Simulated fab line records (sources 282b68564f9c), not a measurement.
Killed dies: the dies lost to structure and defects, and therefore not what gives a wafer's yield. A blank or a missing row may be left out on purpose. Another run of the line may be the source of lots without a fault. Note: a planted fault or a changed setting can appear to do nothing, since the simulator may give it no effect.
A sampling plan put to the test | flow rit_cmos | each of the 17 faults these records tell of, on one fab line, judged from the records of the lots it struck
The line's own looks make up the plan; these are the steps of the route where a gauge or inspection reads the wafer and leaves it unchanged. A look is open to judgement when struck wafers have a number at it and the file gives its usual mean and standard deviation on fault-free wafers. Caught: at a look after the fault's first step, the mean of the struck wafers lies 4 or more of those standard deviations (sigma) from the usual mean. On the tool: the same test on the tool's own readings at the fault's steps. It also counts as caught if the struck wafers ran another recipe or if their record alone is blank.

THE FAULTS, as the simulator had put them in
1. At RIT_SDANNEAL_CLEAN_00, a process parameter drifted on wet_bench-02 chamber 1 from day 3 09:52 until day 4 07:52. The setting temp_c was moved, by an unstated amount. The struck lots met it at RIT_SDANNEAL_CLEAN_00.
2. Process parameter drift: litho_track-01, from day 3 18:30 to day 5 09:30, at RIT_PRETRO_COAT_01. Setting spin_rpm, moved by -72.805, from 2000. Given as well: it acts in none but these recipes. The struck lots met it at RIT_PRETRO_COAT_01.
3. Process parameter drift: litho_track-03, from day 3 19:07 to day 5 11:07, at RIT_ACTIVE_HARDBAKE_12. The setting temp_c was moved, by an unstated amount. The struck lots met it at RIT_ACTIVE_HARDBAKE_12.
4. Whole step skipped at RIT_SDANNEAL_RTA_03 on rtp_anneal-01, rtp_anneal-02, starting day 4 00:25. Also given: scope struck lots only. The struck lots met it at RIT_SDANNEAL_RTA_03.
5. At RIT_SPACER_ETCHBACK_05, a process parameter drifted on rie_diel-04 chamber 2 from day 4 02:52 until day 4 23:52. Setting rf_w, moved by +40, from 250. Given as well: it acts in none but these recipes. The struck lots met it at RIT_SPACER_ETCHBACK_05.
6. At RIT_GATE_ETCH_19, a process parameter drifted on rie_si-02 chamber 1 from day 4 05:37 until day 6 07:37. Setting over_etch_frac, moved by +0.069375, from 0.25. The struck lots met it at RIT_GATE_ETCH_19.
7. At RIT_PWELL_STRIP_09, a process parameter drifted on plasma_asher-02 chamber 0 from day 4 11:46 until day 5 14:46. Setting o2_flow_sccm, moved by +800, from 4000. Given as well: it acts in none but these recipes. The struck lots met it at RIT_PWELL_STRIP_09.
8. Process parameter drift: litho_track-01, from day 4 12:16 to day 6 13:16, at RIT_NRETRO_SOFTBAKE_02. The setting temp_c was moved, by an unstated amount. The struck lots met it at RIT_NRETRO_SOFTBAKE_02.
9. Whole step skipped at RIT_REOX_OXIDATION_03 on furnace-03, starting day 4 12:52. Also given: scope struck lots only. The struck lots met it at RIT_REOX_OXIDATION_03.
10. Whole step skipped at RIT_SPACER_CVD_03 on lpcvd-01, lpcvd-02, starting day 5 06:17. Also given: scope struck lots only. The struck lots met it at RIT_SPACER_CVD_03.
11. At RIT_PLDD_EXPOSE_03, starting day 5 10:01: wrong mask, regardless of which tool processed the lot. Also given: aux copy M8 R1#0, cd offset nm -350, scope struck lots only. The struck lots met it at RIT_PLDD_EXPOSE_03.
12. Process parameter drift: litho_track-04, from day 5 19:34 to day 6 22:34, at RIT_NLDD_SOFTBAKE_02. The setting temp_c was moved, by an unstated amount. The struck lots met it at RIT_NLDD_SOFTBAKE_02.
13. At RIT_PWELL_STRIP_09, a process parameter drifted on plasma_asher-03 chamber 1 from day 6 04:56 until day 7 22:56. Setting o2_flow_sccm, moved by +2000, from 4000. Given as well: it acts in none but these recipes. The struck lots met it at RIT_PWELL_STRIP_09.
14. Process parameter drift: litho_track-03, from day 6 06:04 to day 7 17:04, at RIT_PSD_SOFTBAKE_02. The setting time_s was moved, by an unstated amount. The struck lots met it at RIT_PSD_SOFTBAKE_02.
15. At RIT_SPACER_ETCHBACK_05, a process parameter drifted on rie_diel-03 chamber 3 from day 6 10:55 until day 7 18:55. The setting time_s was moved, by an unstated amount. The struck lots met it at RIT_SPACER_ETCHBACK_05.
16. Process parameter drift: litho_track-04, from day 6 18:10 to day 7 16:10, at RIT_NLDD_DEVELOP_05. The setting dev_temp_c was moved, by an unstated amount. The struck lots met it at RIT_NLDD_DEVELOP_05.
17. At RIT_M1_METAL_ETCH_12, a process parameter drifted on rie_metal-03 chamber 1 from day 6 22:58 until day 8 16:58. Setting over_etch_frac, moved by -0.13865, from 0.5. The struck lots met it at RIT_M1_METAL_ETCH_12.

WHAT THE PLAN SAW
fault | on the tool itself                               | first look that catches it                   | reading, sigma | median hours from its first step to that look | hours from the fault's start to the first struck lot there | judged looks passed uncaught
1     | temp_c -5.8 sigma                                | not the one look that can be judged after it | -              | -                                             | -                                                          | 1
2     | spin_speed_rpm -52 sigma                         | not the one look that can be judged after it | -              | -                                             | -                                                          | 1
3     | heater_power_total_W +39 sigma                   | no look after it can be judged               | -              | -                                             | -                                                          | 0
4     | the tool's record is blank for the struck wafers | no look after it can be judged               | -              | -                                             | -                                                          | 0
5     | rf_fwd_power_W +55 sigma                         | no look after it can be judged               | -              | -                                             | -                                                          | 0
6     | oes_product_au -4.3 sigma                        | not the one look that can be judged after it | -              | -                                             | -                                                          | 1
7     | o2_flow_sccm +66 sigma                           | no look after it can be judged               | -              | -                                             | -                                                          | 0
8     | heater_power_total_W -24 sigma                   | no look after it can be judged               | -              | -                                             | -                                                          | 0
9     | the tool's record is blank for the struck wafers | no look after it can be judged               | -              | -                                             | -                                                          | 0
10    | the tool's record is blank for the struck wafers | no look after it can be judged               | -              | -                                             | -                                                          | 0
11    | under 2 sigma                                    | not the one look that can be judged after it | -              | -                                             | -                                                          | 1
12    | heater_power_total_W +34 sigma                   | not the one look that can be judged after it | -              | -                                             | -                                                          | 1
13    | o2_flow_sccm +99 or beyond sigma                 | no look after it can be judged               | -              | -                                             | -                                                          | 0
14    | heater_power_total_W +39 sigma                   | no look after it can be judged               | -              | -                                             | -                                                          | 0
15    | run_length_s -99 or beyond sigma                 | no look after it can be judged               | -              | -                                             | -                                                          | 0
16    | developer_temp_C -7.3 sigma                      | no look after it can be judged               | -              | -                                             | -                                                          | 0
17    | only faintly: oes_product_au +2.7 sigma          | no look after it can be judged               | -              | -                                             | -                                                          | 0
A dash: this means the fault isn't caught or the number doesn't appear in these records.

Caught at a look: 0 of 17. Caught on the tool: 15 of 17. By one or the other: 15 of 17.
Faults 1, 2, 3, 4, 5, 6, 7, 8, 9, 10, 12, 13, 14, 15, 16 were caught on the tool alone.
Caught by neither: faults 11, 17.
